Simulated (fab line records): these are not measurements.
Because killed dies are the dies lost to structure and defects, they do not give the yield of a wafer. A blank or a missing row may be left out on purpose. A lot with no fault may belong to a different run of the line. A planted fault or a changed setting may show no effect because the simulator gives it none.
Check of tool commonality ; flow rit cmos ; Sampled: 14 lots, 42 wafers

## REASON FOR OPENING
3 of 14 lots carry a flag on the reading M1_AL_RS at RIT_M1_RS_MEAS_01. No-fault wafers: 0.0731 ohm/sq, standard deviation 0.0009.
Rule: a lot is flagged when every wafer of it that has a number lies more than 4 standard deviations from that mean, or none has a number. All remaining lots are regarded as sound.

lot;measured;on;M1_AL_RS (ohm/sq), wafer by wafer;flag
L955;day 3 07:50;film metro-01;0.0735 0.0738 0.0731;
L957;day 3 20:16;film metro-01;0.0361 0.0363 0.0360;FLAGGED
L958;day 3 23:19;film metro-03;0.0711 0.0712 0.0710;
L959;day 4 07:05;film metro-02;0.0361 0.0360 0.0364;FLAGGED
L961;day 4 18:58;film metro-01;0.0363 0.0363 0.0362;FLAGGED
L966;day 5 19:38;film metro-02;0.0727 0.0727 0.0730;
L967;day 6 04:45;film metro-03;0.0734 0.0738 0.0736;
L970;day 7 06:03;film metro-02;0.0730 0.0724 0.0726;
L972;day 7 18:57;film metro-03;0.0736 0.0740 0.0739;
L973;day 8 08:07;film metro-01;0.0727 0.0729 0.0722;
L974;day 8 08:22;film metro-02;0.0735 0.0731 0.0728;
L975;day 8 08:46;film metro-02;0.0725 0.0723 0.0730;
L978;day 8 21:50;film metro-03;0.0735 0.0747 0.0731;
L977;day 8 22:34;film metro-01;0.0743 0.0740 0.0750;
Average over the flagged lots: 0.0362 ohm/sq; offset from the usual -0.0369 ohm/sq, equal to -41 standard deviations.

## WHICH TOOL EACH LOT WENT THROUGH
2 process steps preceding the reading are held in the record, out of 202 steps in the route. Read each cell as the tool, then ch plus the chambers that the sampled wafers visited, then the start.
lot;flag;RIT_NLDD_STRIP_09;RIT_M1_SPUTTER_00
L955;;plasma asher-03 ch 0,1, day 2 19:14;pvd sputter-03, day 3 07:33
L957;FLAGGED;plasma asher-02 ch 0,1, day 3 08:12;pvd sputter-03, day 3 19:31
L958;;plasma asher-02 ch 0,1, day 3 11:29;pvd sputter-02, day 3 22:59
L959;FLAGGED;plasma asher-03 ch 0,1, day 3 19:18;pvd sputter-03, day 4 06:20
L961;FLAGGED;plasma asher-01 ch 0,1, day 4 06:32;pvd sputter-03, day 4 18:11
L966;;plasma asher-01 ch 0, day 5 08:25;pvd sputter-04, day 5 19:19
L967;;plasma asher-03 ch 0,1, day 5 17:41;pvd sputter-02, day 6 04:27
L970;;plasma asher-02 ch 0,1, day 6 18:41;pvd sputter-04, day 7 05:46
L972;;plasma asher-02 ch 0,1, day 7 05:37;pvd sputter-04, day 7 18:38
L973;;plasma asher-03 ch 0,1, day 7 12:39;pvd sputter-02, day 8 07:49
L974;;plasma asher-01 ch 0,1, day 7 20:16;pvd sputter-03, day 8 08:02
L975;;plasma asher-02 ch 0,1, day 7 20:22;pvd sputter-04, day 8 08:26
L978;;plasma asher-01 ch 0,1, day 8 09:07;pvd sputter-02, day 8 21:33
L977;;plasma asher-02 ch 0,1, day 8 09:35;pvd sputter-03, day 8 22:16
What is done by these steps:
- RIT_NLDD_STRIP_09: strips in O2, time 180 s.
- RIT_M1_SPUTTER_00: material Al, target thk 400 nm, time 500 s.
- RIT_M1_RS_MEAS_01: measures by four-point-probe.

## FLAGGED OVER TOTAL, TOOL BY TOOL (the gauges that took the reading come last)
step;tool;lots run;flagged;share of the flagged lots;sound lots run after its first flagged lot
RIT_NLDD_STRIP_09;plasma asher-01;4;1;some;3 (L966,L974,L978)
RIT_NLDD_STRIP_09;plasma asher-02;6;1;some;5 (L958,L970,L972,L975,L977)
RIT_NLDD_STRIP_09;plasma asher-03;4;1;some;2 (L967,L973)
RIT_M1_SPUTTER_00;pvd sputter-02;4;0;none;-
RIT_M1_SPUTTER_00;pvd sputter-03;6;3;all;2 (L974,L977)
RIT_M1_SPUTTER_00;pvd sputter-04;4;0;none;-
RIT_M1_RS_MEAS_01;film metro-01;5;2;some;2 (L973,L977)
RIT_M1_RS_MEAS_01;film metro-02;5;1;some;4 (L966,L970,L974,L975)
RIT_M1_RS_MEAS_01;film metro-03;4;0;none;-

## THE TABLE: WHAT IT ALLOWS
In the table, 1 row covers all flagged lots: pvd sputter-03 at RIT_M1_SPUTTER_00.
- pvd sputter-03 at RIT_M1_SPUTTER_00 ran 6 lots, 3 of them flagged. Sound lots ran on it after the first flagged one (L974, L977), which a lasting fault on the whole tool wouldn't allow.
Not one row of the table ran every flagged lot while running no sound lot after the first.

## WHAT THE SIMULATOR HAD PUT IN
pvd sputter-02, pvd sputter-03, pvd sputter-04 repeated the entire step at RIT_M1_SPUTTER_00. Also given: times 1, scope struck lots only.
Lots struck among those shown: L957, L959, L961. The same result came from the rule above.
